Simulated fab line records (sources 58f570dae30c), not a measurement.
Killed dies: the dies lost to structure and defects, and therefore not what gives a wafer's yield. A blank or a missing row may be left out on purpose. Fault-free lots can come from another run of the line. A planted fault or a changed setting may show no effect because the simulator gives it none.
fab line records	flow berkeley-cmos170	part 1 of 2: steps 1 to 34 of 43
[record] lots = 7	wafers = 21	last-day = 12
route steps=331 shown CONTACT@222 M1@238 V1@254 M3@331
lots that met no fault: from a run of the same line without faults
start-h: start of the lot's first displayed wafer, in hours after the record's first day	wait-h: hours from the lot's prior step to this one	" same as the row above	L1.1+2: a row that stands for several wafers	- value missing, or start not given	* or withheld: withheld	< > ~ a bound
route shown NAME@n: NAME is a module with steps in the file, n the number in the route of the first one	usual: mean/standard deviation taken from wafers without a fault	same: alike in all rows	chamber/n: place in a boat	sites: per-site readings	_std_site: standard deviation across them	_edge_site: outer sites' mean less inner sites'	radius-mm: for every site, how far away it sits from the centre of the wafer	mask NAME#n: copy n	behind: the tool/chamber that last shaped the wafer	hold: why the lot was held/for how many hours/how that ended	device: the transistor (n, p or np) that didn't switch	end of line: tests run on the same wafers once the route is complete	a step without rows: its recipe alone	killed: dies lost to structure and defects at the first sort, not the wafer's yield	map: a wafer's dies, marking killed ones x, the rest . and places with no die _
set.NAME: the setting as run; set.NAME@STEP: as run at that earlier step	model.NAME: the simulator's own value behind a step, which no gauge read
certain route steps with their lots: each step a table, each wafer a row
services: the hour from which a tool's chamber was out of use, counted from the record's first day as start-h (under 0 if before that day), plus the number of hours and why
[[steps]]
[step UCB170_CONTACT_STRIP_06]
[recipe] chemistry = O2	power-w = 400	pressure-mtorr = 3500	platen-temp-c = withheld	o2-flow-sccm = 400	overash-fraction = 0.5
[step UCB170_CONTACT_CLEAN_07]
[recipe] chemistry = SPM	temp-c = 120	time-s = 600
[step UCB170_CONTACT_RTA_08]
[recipe] temp-c = 900	time-s = 10	ambient = N2
[usual] lamp-power-pct = 25.4/1.3	wafer_temp_C_max = 903.1/0.77
lot.wafer	tool	chamber	start-h	wait-h	lamp-power-pct	wafer_temp_C_max
L859.3	rtp-anneal-02	0	188.55	0.0	26.4	902.3
L859.4	"	0	"	"	26.4	902.2
L859.6	"	0	"	"	26.4	902.7
L860.3	rtp-anneal-02	0	204.65	0.0	26.4	903.0
L860.4	"	0	"	"	26.4	903.1
L860.6	"	0	"	"	26.4	903.3
L866.1	rtp-anneal-02	0	210.48	0.0	26.4	903.0
L866.2	"	0	"	"	26.4	902.7
L866.3	"	0	"	"	26.4	902.7
L867.2	rtp-anneal-01	0	217.17	0.0	23.6	903.0
L867.5	"	0	"	"	23.6	904.7
L867.6	"	0	"	"	23.7	903.7
L868.1	rtp-anneal-02	0	217.66	0.0	26.4	903.1
L868.5	"	0	"	"	26.4	903.4
L868.6	"	0	"	"	26.4	902.9
L870.1	rtp-anneal-02	0	227.03	0.0	26.4	904.4
L870.4	"	0	"	"	26.4	902.5
L870.6	"	0	"	"	26.4	902.8
L873.2	rtp-anneal-01	0	257.75	0.0	23.7	904.4
L873.4	"	0	"	"	23.7	905.1
L873.6	"	0	"	"	23.7	903.8
[step UCB170_CONTACT_COAT_09]
[recipe] resist = BARC	temp-c = withheld	time-s = withheld	spin-rpm = 3000	resist-thk-nm = withheld
[step UCB170_CONTACT_COAT_10]
[recipe] resist = KrF	spin-rpm = 1500	resist-thk-nm = 900
[step UCB170_CONTACT_SOFTBAKE_11]
[recipe] resist = KrF	temp-c = 130	time-s = 60
[step UCB170_CONTACT_EXPOSE_12]
[recipe] mask-id = CONT	target-cd-nm = 700	na = 0.5	sigma-outer = 0.6	source-shape = conventional	dose-mj = 35
[step UCB170_CONTACT_PEB_13]
[recipe] peb-temp-c = 130	peb-time-s = withheld	resist = KrF
[step UCB170_CONTACT_DEVELOP_14]
[recipe] developer = TMAH	develop-time-s = 45	resist = KrF	dev-temp-c = 21
[step UCB170_CONTACT_CD_MEAS_15]
[recipe] target-cd-nm = 700
[usual] cd-nm = 700.0/1.4
lot.wafer	tool	chamber	start-h	wait-h	cd-nm
L859.3	cd-sem-01	-	189.60	-	698.6
L859.4	"	-	"	"	698.4
L859.6	"	-	"	"	699.2
L860.3	cd-sem-02	-	206.00	-	700.3
L860.4	"	-	"	"	700.6
L860.6	"	-	"	"	700.6
L866.1	cd-sem-02	-	211.72	-	699.4
L866.2	"	-	"	"	698.4
L866.3	"	-	"	"	699.9
L867.2	cd-sem-02	-	218.42	-	702.3
L867.5	"	-	"	"	701.2
L867.6	"	-	"	"	701.9
L868.1	cd-sem-02	-	219.65	-	700.8
L868.5	"	-	"	"	701.9
L868.6	"	-	"	"	701.0
L870.1	cd-sem-02	-	228.57	-	702.3
L870.4	"	-	"	"	703.8
L870.6	"	-	"	"	702.5
L873.2	cd-sem-01	-	258.91	-	698.9
L873.4	"	-	"	"	699.8
L873.6	"	-	"	"	699.3
[step UCB170_CONTACT_OVL_MEAS_16]
[usual] CONTACT_OVL = -2/4.7
lot.wafer	tool	chamber	start-h	wait-h	CONTACT_OVL[nm]
L859.3	overlay-02	-	189.69	0.1	5
L859.4	"	-	"	"	-4
L859.6	"	-	"	"	-6
L860.3	overlay-01	-	206.09	0.1	-3
L860.4	"	-	"	"	5
L860.6	"	-	"	"	-5
L866.1	overlay-01	-	211.84	0.1	-9
L866.2	"	-	"	"	-3
L866.3	"	-	"	"	-12
L867.2	overlay-01	-	218.53	0.1	-2
L867.5	"	-	"	"	1
L867.6	"	-	"	"	-6
L868.1	overlay-02	-	219.77	0.1	-4
L868.5	"	-	"	"	-4
L868.6	"	-	"	"	-3
L870.1	overlay-01	-	228.69	0.1	-1
L870.4	"	-	"	"	3
L870.6	"	-	"	"	-3
L873.2	overlay-02	-	259.01	0.1	4
L873.4	"	-	"	"	2
L873.6	"	-	"	"	3
[step UCB170_CONTACT_ETCH_17]
[recipe] chemistry = N2/H2	target-depth-a = withheld	overetch-a = withheld	target = BARC	time-s = withheld	source-w = 500	bias-w = 100	pressure-mtorr = 30	n2-flow-sccm = 100	h2-flow-sccm = 200
[usual] chamber-pressure-mTorr = 29.998/0.024	drypump-motor-current-A = 5.5/0.36	oes-product-au = 0.997/0.02	throttle-valve-pct = 13.18/0.2
lot.wafer	tool	chamber	start-h	wait-h	chamber-pressure-mTorr	drypump-motor-current-A	oes-product-au	throttle-valve-pct
L859.3	rie-diel-04	1	189.71	0.0	29.991	5.2	1.009	13.39
L859.4	"	0	"	"	29.975	5.6	0.984	13.00
L859.6	"	1	"	"	29.976	5.2	1.003	13.38
L860.3	rie-diel-01	1	206.11	0.0	29.958	5.2	0.974	13.30
L860.4	"	0	"	"	30.003	6.1	1.025	13.33
L860.6	"	3	"	"	29.964	5.0	0.960	13.21
L866.1	rie-diel-04	3	211.88	0.0	29.956	5.8	1.000	13.49
L866.2	"	0	"	"	29.997	5.6	0.982	13.02
L866.3	"	1	"	"	29.996	5.2	0.994	13.40
L867.2	rie-diel-04	0	218.56	0.0	30.033	5.7	0.988	13.01
L867.5	"	3	"	"	29.988	5.7	0.994	13.48
L867.6	"	2	"	"	30.014	5.9	1.021	12.86
L868.1	rie-diel-02	2	219.80	0.0	30.026	5.3	1.009	12.94
L868.5	"	2	"	"	29.979	5.3	1.012	12.94
L868.6	"	1	"	"	29.964	5.4	1.011	13.08
L870.1	rie-diel-04	0	228.72	0.0	29.959	5.6	0.974	13.02
L870.4	"	1	"	"	30.025	5.2	0.996	13.39
L870.6	"	1	"	"	30.003	5.2	0.994	13.38
L873.2	rie-diel-01	3	259.04	0.0	29.959	5.0	0.971	13.19
L873.4	"	2	"	"	30.056	5.9	0.972	13.36
L873.6	"	3	"	"	30.017	5.0	0.963	13.21
[step UCB170_CONTACT_ETCH_18]
[recipe] chemistry = CHF3/CF4/Ar	target = PSG	stop-on = TiSi2	CHF3_flow_sccm = 45	cf4-flow-sccm = 15	Ar_flow_sccm = 150	pressure-mtorr = 200	rf-w = 700	target-depth-a = 8400	over-etch-frac = 0.2	time-s = 195
[usual] chamber-pressure-mTorr = 200.01/0.18	drypump-motor-current-A = 5.5/0.35	oes-product-au = 0.895/0.015	throttle-valve-pct = 6.86/0.11
lot.wafer	tool	chamber	start-h	wait-h	chamber-pressure-mTorr	drypump-motor-current-A	oes-product-au	rf-hours-counter-h	throttle-valve-pct
L859.3	rie-diel-04	1	189	-	199.97	5.1	0.906	18	6.89
L859.4	"	0	"	"	200.02	5.6	0.899	56	6.74
L859.6	"	1	"	"	199.94	5.2	0.910	-	6.90
L860.3	rie-diel-01	1	206	-	200.28	5.1	0.874	3	6.99
L860.4	"	0	"	"	199.97	6.1	0.901	-	6.89
L860.6	"	3	"	"	200.18	5.0	0.879	-	6.93
L866.1	rie-diel-04	3	211	-	199.79	5.8	0.884	135	6.96
L866.2	"	0	"	"	200.01	5.6	0.901	57	6.72
L866.3	"	1	"	"	199.98	5.2	0.912	19	6.89
L867.2	rie-diel-04	0	218	-	200.01	5.6	0.893	57	6.72
L867.5	"	3	"	"	200.12	5.8	0.895	-	6.98
L867.6	"	2	"	"	199.95	5.9	0.898	-	6.75
L868.1	rie-diel-02	2	219	-	200.11	5.3	0.901	111	6.83
L868.5	"	2	"	"	199.79	5.3	0.904	-	6.83
L868.6	"	1	"	"	199.82	5.3	0.919	-	6.73
L870.1	rie-diel-04	0	228	-	200.23	5.6	0.905	58	6.72
L870.4	"	1	"	"	199.90	5.2	0.913	20	6.88
L870.6	"	1	"	"	200.07	5.2	0.907	-	6.90
L873.2	rie-diel-01	3	259	-	199.97	5.1	0.874	56	6.93
L873.4	"	2	"	"	200.00	5.8	0.877	1	7.10
L873.6	"	3	"	"	200.14	5.0	0.881	-	6.93
[step UCB170_CONTACT_STRIP_19]
[recipe] chemistry = O2	power-w = 400	pressure-mtorr = 3500	platen-temp-c = withheld	o2-flow-sccm = 400	overash-fraction = 0.5
[usual] chamber-pressure-mTorr = 3500/3.3	drypump-motor-current-A = 5.54/0.23	o2-flow-sccm = 400.1/1.3	oes-product-au = 0.725/0.0048
lot.wafer	tool	chamber	start-h	wait-h	chamber-pressure-mTorr	drypump-motor-current-A	o2-flow-sccm	oes-product-au	rf-hours-counter-h
L859.3	plasma-asher-02	1	189.91	-	3501	5.63	401.2	0.724	-
L859.4	"	0	"	"	3500	5.12	399.0	0.732	-
L859.6	"	0	"	"	3498	5.12	397.9	0.726	-
L860.3	plasma-asher-02	0	206.31	-	3501	5.12	400.5	0.728	-
L860.4	"	1	"	"	3500	5.64	399.6	0.730	-
L860.6	"	1	"	"	3498	5.61	399.8	0.727	-
L866.1	plasma-asher-03	0	212.05	-	3499	5.54	400.6	0.725	47
L866.2	"	1	"	"	3500	5.68	400.7	0.733	47
L866.3	"	0	"	"	3494	5.55	399.8	0.730	-
L867.2	plasma-asher-02	1	218.72	-	3495	5.66	399.0	0.722	11
L867.5	"	1	"	"	3499	5.63	399.4	0.712	-
L867.6	"	0	"	"	3504	5.11	401.0	0.726	-
L868.1	plasma-asher-02	0	219.97	-	3498	5.11	400.7	0.728	11
L868.5	"	1	"	"	3502	5.67	399.3	0.722	-
L868.6	"	0	"	"	3498	5.11	399.8	0.730	-
L870.1	plasma-asher-02	1	228.89	-	3495	5.65	401.2	0.724	13
L870.4	"	1	"	"	3499	5.63	400.8	0.724	-
L870.6	"	0	"	"	3501	5.12	401.0	0.723	-
L873.2	plasma-asher-02	1	259.21	-	3505	5.66	399.6	0.728	16
L873.4	"	1	"	"	3499	5.66	399.7	0.722	-
L873.6	"	0	"	"	3498	5.12	397.9	0.718	-
[step UCB170_CONTACT_CD_MEAS_90]
[recipe] target-cd-nm = 700
[usual] cd-nm = 699.9/1.7
lot.wafer	tool	chamber	start-h	wait-h	cd-nm
L859.3	cd-sem-02	-	190.02	0.1	698.1
L859.4	"	-	"	"	697.3
L859.6	"	-	"	"	698.5
L860.3	cd-sem-01	-	206.42	0.1	701.2
L860.4	"	-	"	"	701.0
L860.6	"	-	"	"	698.7
L866.1	cd-sem-01	-	212.15	0.1	700.8
L866.2	"	-	"	"	698.5
L866.3	"	-	"	"	698.7
L867.2	cd-sem-01	-	218.84	0.1	701.2
L867.5	"	-	"	"	702.1
L867.6	"	-	"	"	702.4
L868.1	cd-sem-02	-	220.13	0.1	701.7
L868.5	"	-	"	"	702.3
L868.6	"	-	"	"	701.7
L870.1	cd-sem-01	-	228.99	0.1	701.9
L870.4	"	-	"	"	703.1
L870.6	"	-	"	"	702.3
L873.2	cd-sem-01	-	259.33	0.1	698.7
L873.4	"	-	"	"	698.6
L873.6	"	-	"	"	698.5
[step UCB170_CONTACT_CLEAN_20]
[recipe] chemistry = SPM	temp-c = 120	time-s = 600
[step UCB170_M1_SPUTTER_00]
[recipe] material = Al	target-thk-nm = 600	time-s = 80	power-w = 6000	chamber-pressure-pa = 0.5
[step UCB170_M1_RS_MEAS_01]
[recipe] thk-meas-gauge = four-point-probe	reads = Al_of_M1_SPUTTER_00
[usual] M1_AL_RS = 0.0483/0.0007
lot.wafer	tool	chamber	start-h	wait-h	M1_AL_RS[ohm/sq]
L859.3	film-metro-04	-	190.38	0.1	0.0489
L859.4	"	-	"	"	0.0486
L859.6	"	-	"	"	0.0486
L860.3	film-metro-02	-	206.78	0.1	0.0468
L860.4	"	-	"	"	0.0477
L860.6	"	-	"	"	0.0474
L866.1	film-metro-03	-	212.50	0.0	0.0476
L866.2	"	-	"	"	0.0474
L866.3	"	-	"	"	0.0495
L867.2	film-metro-03	-	219.20	0.1	0.0472
L867.5	"	-	"	"	0.0477
L867.6	"	-	"	"	0.0492
L868.1	film-metro-02	-	220.55	0.0	0.0489
L868.5	"	-	"	"	0.0486
L868.6	"	-	"	"	0.0498
L870.1	film-metro-02	-	229.35	0.0	0.0490
L870.4	"	-	"	"	0.0481
L870.6	"	-	"	"	0.0481
L873.2	film-metro-02	-	259.69	0.1	0.0496
L873.4	"	-	"	"	0.0480
L873.6	"	-	"	"	0.0494
[step UCB170_M1_THK_MEAS_02]
[recipe] thk-meas-gauge = xrf	reads = Al_of_M1_SPUTTER_00
[usual] M1_AL_THK = 607/9.5
lot.wafer	tool	chamber	start-h	wait-h	M1_AL_THK[nm]
L859.3	film-metro-04	-	190.48	0.1	608
L859.4	"	-	"	"	611
L859.6	"	-	"	"	607
L860.3	film-metro-02	-	206.88	0.1	624
L860.4	"	-	"	"	613
L860.6	"	-	"	"	616
L866.1	film-metro-03	-	212.62	0.1	617
L866.2	"	-	"	"	620
L866.3	"	-	"	"	594
L867.2	film-metro-03	-	219.31	0.1	621
L867.5	"	-	"	"	618
L867.6	"	-	"	"	596
L868.1	film-metro-02	-	220.67	0.1	596
L868.5	"	-	"	"	602
L868.6	"	-	"	"	589
L870.1	film-metro-02	-	229.47	0.1	591
L870.4	"	-	"	"	606
L870.6	"	-	"	"	604
L873.2	film-metro-02	-	259.80	0.1	585
L873.4	"	-	"	"	609
L873.6	"	-	"	"	591
[step UCB170_M1_COAT_03]
[recipe] resist = BARC	temp-c = withheld	time-s = withheld	spin-rpm = 3000	resist-thk-nm = withheld
[step UCB170_M1_COAT_04]
[recipe] resist = KrF	spin-rpm = 1500	resist-thk-nm = 900
[step UCB170_M1_SOFTBAKE_05]
[recipe] resist = KrF	temp-c = 130	time-s = 60
[step UCB170_M1_EXPOSE_06]
[recipe] mask-id = METAL1	target-cd-nm = 700	na = 0.5	sigma-outer = 0.6	source-shape = conventional	dose-mj = 21
[step UCB170_M1_PEB_07]
[recipe] peb-temp-c = 130	peb-time-s = withheld	resist = KrF
[step UCB170_M1_DEVELOP_08]
[recipe] developer = TMAH	develop-time-s = 45	resist = KrF	dev-temp-c = 21
[step UCB170_M1_CD_MEAS_09]
[recipe] target-cd-nm = 700
[usual] cd-nm = 700.3/1.5
lot.wafer	tool	chamber	start-h	wait-h	cd-nm
L859.3	cd-sem-02	-	191.88	-	699.0
L859.4	"	-	"	"	698.7
L859.6	"	-	"	"	697.3
L860.3	cd-sem-02	-	207.93	-	700.3
L860.4	"	-	"	"	701.0
L860.6	"	-	"	"	700.5
L866.1	cd-sem-02	-	214.04	-	702.9
L866.2	"	-	"	"	701.2
L866.3	"	-	"	"	700.4
L867.2	cd-sem-02	-	221.09	-	699.0
L867.5	"	-	"	"	699.7
L867.6	"	-	"	"	698.0
L868.1	cd-sem-02	-	222.55	-	701.7
L868.5	"	-	"	"	701.3
L868.6	"	-	"	"	700.1
L870.1	cd-sem-01	-	231.85	-	699.7
L870.4	"	-	"	"	700.5
L870.6	"	-	"	"	699.1
L873.2	cd-sem-01	-	260.83	-	697.9
L873.4	"	-	"	"	699.6
L873.6	"	-	"	"	697.9
[step UCB170_M1_OVL_MEAS_10]
[usual] M1_OVL = -1/5.2
lot.wafer	tool	chamber	start-h	wait-h	M1_OVL[nm]
L859.3	overlay-02	-	191.98	0.1	-5
L859.4	"	-	"	"	-2
L859.6	"	-	"	"	-1
L860.3	overlay-01	-	208.02	0.1	3
L860.4	"	-	"	"	11
L860.6	"	-	"	"	3
L866.1	overlay-01	-	214.16	0.1	4
L866.2	"	-	"	"	-2
L866.3	"	-	"	"	9
L867.2	overlay-01	-	221.20	0.1	-5
L867.5	"	-	"	"	-9
L867.6	"	-	"	"	-3
L868.1	overlay-02	-	222.67	0.1	1
L868.5	"	-	"	"	12
L868.6	"	-	"	"	-3
L870.1	overlay-02	-	231.97	0.1	-8
L870.4	"	-	"	"	-10
L870.6	"	-	"	"	-9
L873.2	overlay-02	-	260.94	0.1	-6
L873.4	"	-	"	"	0
L873.6	"	-	"	"	-2
[step UCB170_M1_ETCH_11]
[recipe] chemistry = N2/H2	target-depth-a = withheld	overetch-a = withheld	target = BARC	time-s = withheld	source-w = 500	bias-w = 100	pressure-mtorr = 30	n2-flow-sccm = 100	h2-flow-sccm = 200
[usual] chamber-pressure-mTorr = 29.997/0.025	drypump-motor-current-A = 5.6/0.38	oes-product-au = 0.994/0.019	throttle-valve-pct = 13.30/0.24
lot.wafer	tool	chamber	start-h	wait-h	chamber-pressure-mTorr	drypump-motor-current-A	oes-product-au	throttle-valve-pct
L859.3	rie-diel-01	0	192.00	0.0	29.974	6.1	1.038	13.33
L859.4	"	3	"	"	29.973	5.1	0.980	13.20
L859.6	"	3	"	"	29.994	5.1	0.976	13.22
L860.3	rie-diel-03	3	208.04	0.0	30.001	6.1	0.998	13.22
L860.4	"	0	"	"	30.052	5.5	0.968	13.13
L860.6	"	1	"	"	29.962	5.5	0.992	13.76
L866.1	rie-diel-04	0	214.20	0.0	29.991	5.6	0.983	13.00
L866.2	"	3	"	"	29.942	5.7	1.011	13.49
L866.3	"	2	"	"	29.996	5.9	1.027	12.86
L867.2	rie-diel-01	0	221.23	0.0	30.010	6.1	1.030	13.32
L867.5	"	3	"	"	29.962	5.1	0.967	13.20
L867.6	"	0	"	"	30.021	6.1	1.022	13.33
L868.1	rie-diel-04	0	222.70	0.0	30.002	5.7	0.984	13.01
L868.5	"	2	"	"	29.973	5.9	1.019	12.85
L868.6	"	1	"	"	30.049	5.2	1.009	13.37
L870.1	rie-diel-01	1	232.00	0.0	29.994	5.2	0.985	13.33
L870.4	"	2	"	"	30.016	5.9	0.972	13.35
L870.6	"	3	"	"	30.009	5.0	0.969	13.19
L873.2	rie-diel-01	2	260.97	0.0	29.985	5.8	0.965	13.35
L873.4	"	1	"	"	30.047	5.2	0.971	13.32
L873.6	"	1	"	"	29.980	5.2	0.977	13.32
[step UCB170_M1_METAL_ETCH_12]
[recipe] chemistry = Cl2/BCl3	target = Al	stop-on = PSG	pressure-mtorr = 12	target-depth-a = 7800	over-etch-frac = 0.3	time-s = 130	icp-w = 600	bias-w = 120	Cl2_flow_sccm = 90	bcl3-flow-sccm = 45
[step UCB170_M1_STRIP_13]
[recipe] chemistry = O2	power-w = 400	pressure-mtorr = 3500	platen-temp-c = withheld	o2-flow-sccm = 400	overash-fraction = 0.5
[usual] chamber-pressure-mTorr = 3500/3.3	drypump-motor-current-A = 5.55/0.25	o2-flow-sccm = 400.1/1.3	oes-product-au = 0.720/0.0046
lot.wafer	tool	chamber	start-h	wait-h	chamber-pressure-mTorr	drypump-motor-current-A	o2-flow-sccm	oes-product-au	rf-hours-counter-h
L859.3	plasma-asher-04	1	192.21	0.1	3501	5.70	398.3	0.718	-
L859.4	"	0	"	"	3503	5.82	402.1	0.717	-
L859.6	"	1	"	"	3498	5.68	399.9	0.718	-
L860.3	plasma-asher-02	0	208.25	0.1	3501	5.11	398.2	0.722	-
L860.4	"	1	"	"	3503	5.65	398.9	0.719	-
L860.6	"	0	"	"	3500	5.09	397.8	0.725	-
L866.1	plasma-asher-02	1	214.51	0.2	3499	5.66	403.8	0.718	11
L866.2	"	0	"	"	3505	5.10	401.0	0.721	11
L866.3	"	1	"	"	3500	5.65	401.6	0.719	-
L867.2	plasma-asher-02	1	221.41	0.1	3496	5.68	399.4	0.728	12
L867.5	"	0	"	"	3495	5.12	400.1	0.711	-
L867.6	"	1	"	"	3499	5.65	399.7	0.723	-
L868.1	plasma-asher-04	0	223.01	0.2	3503	5.80	401.4	0.719	44
L868.5	"	1	"	"	3498	5.70	399.0	0.721	-
L868.6	"	0	"	"	3496	5.83	398.8	0.724	-
L870.1	plasma-asher-02	1	232.18	0.1	3505	5.65	401.1	0.714	13
L870.4	"	1	"	"	3497	5.64	399.0	0.719	-
L870.6	"	1	"	"	3495	5.63	400.0	0.722	-
L873.2	plasma-asher-02	1	261.14	0.1	3500	5.63	399.5	0.735	16
L873.4	"	1	"	"	3501	5.63	399.5	0.720	-
L873.6	"	0	"	"	3500	5.12	399.1	0.723	-
[step UCB170_M1_CD_MEAS_90]
[recipe] target-cd-nm = 700
[usual] cd-nm = 701/3.4
lot.wafer	tool	chamber	start-h	wait-h	cd-nm
L859.3	cd-sem-01	-	192.31	0.1	700
L859.4	"	-	"	"	699
L859.6	"	-	"	"	696
L860.3	cd-sem-01	-	208.36	0.1	706
L860.4	"	-	"	"	697
L860.6	"	-	"	"	699
L866.1	cd-sem-01	-	214.61	0.1	700
L866.2	"	-	"	"	699
L866.3	"	-	"	"	700
L867.2	cd-sem-01	-	221.53	0.1	699
L867.5	"	-	"	"	705
L867.6	"	-	"	"	699
L868.1	cd-sem-01	-	223.11	0.1	702
L868.5	"	-	"	"	703
L868.6	"	-	"	"	700
L870.1	cd-sem-02	-	232.28	0.1	698
L870.4	"	-	"	"	703
L870.6	"	-	"	"	696
L873.2	cd-sem-01	-	261.26	0.1	699
L873.4	"	-	"	"	697
L873.6	"	-	"	"	697
[step UCB170_M1_ANNEAL_14]
[recipe] temp-c = 400	time-s = 1200	ambient = forming-gas
[step UCB170_V1_CVD_00]
[recipe] material = SiO2	target-thk-nm = 2000	temp-c = 390	precursor = TEOS/O2	time-s = 250	rf-w = 550	pressure-mtorr = 9000
[step UCB170_V1_THK_MEAS_01]
[recipe] reads = SiO2_of_V1_CVD_00
[usual] V1_TEOS_THK = 1999/27
lot.wafer	tool	chamber	start-h	wait-h	V1_TEOS_THK[nm]
L859.3	film-metro-04	-	193.90	0.1	1982
L859.4	"	-	"	"	2036
L859.6	"	-	"	"	1971
L860.3	film-metro-04	-	209.95	0.1	1952
L860.4	"	-	"	"	1984
L860.6	"	-	"	"	2039
L866.1	film-metro-04	-	216.70	0.1	1988
L866.2	"	-	"	"	2004
L866.3	"	-	"	"	2008
L867.2	film-metro-02	-	223.12	0.1	1988
L867.5	"	-	"	"	2017
L867.6	"	-	"	"	2016
L868.1	film-metro-04	-	224.72	0.1	1941
L868.5	"	-	"	"	1973
L868.6	"	-	"	"	2007
L870.1	film-metro-01	-	233.96	0.2	1954
L870.4	"	-	"	"	1963
L870.6	"	-	"	"	1989
L873.2	film-metro-02	-	262.86	0.1	1984
L873.4	"	-	"	"	1994
L873.6	"	-	"	"	1991
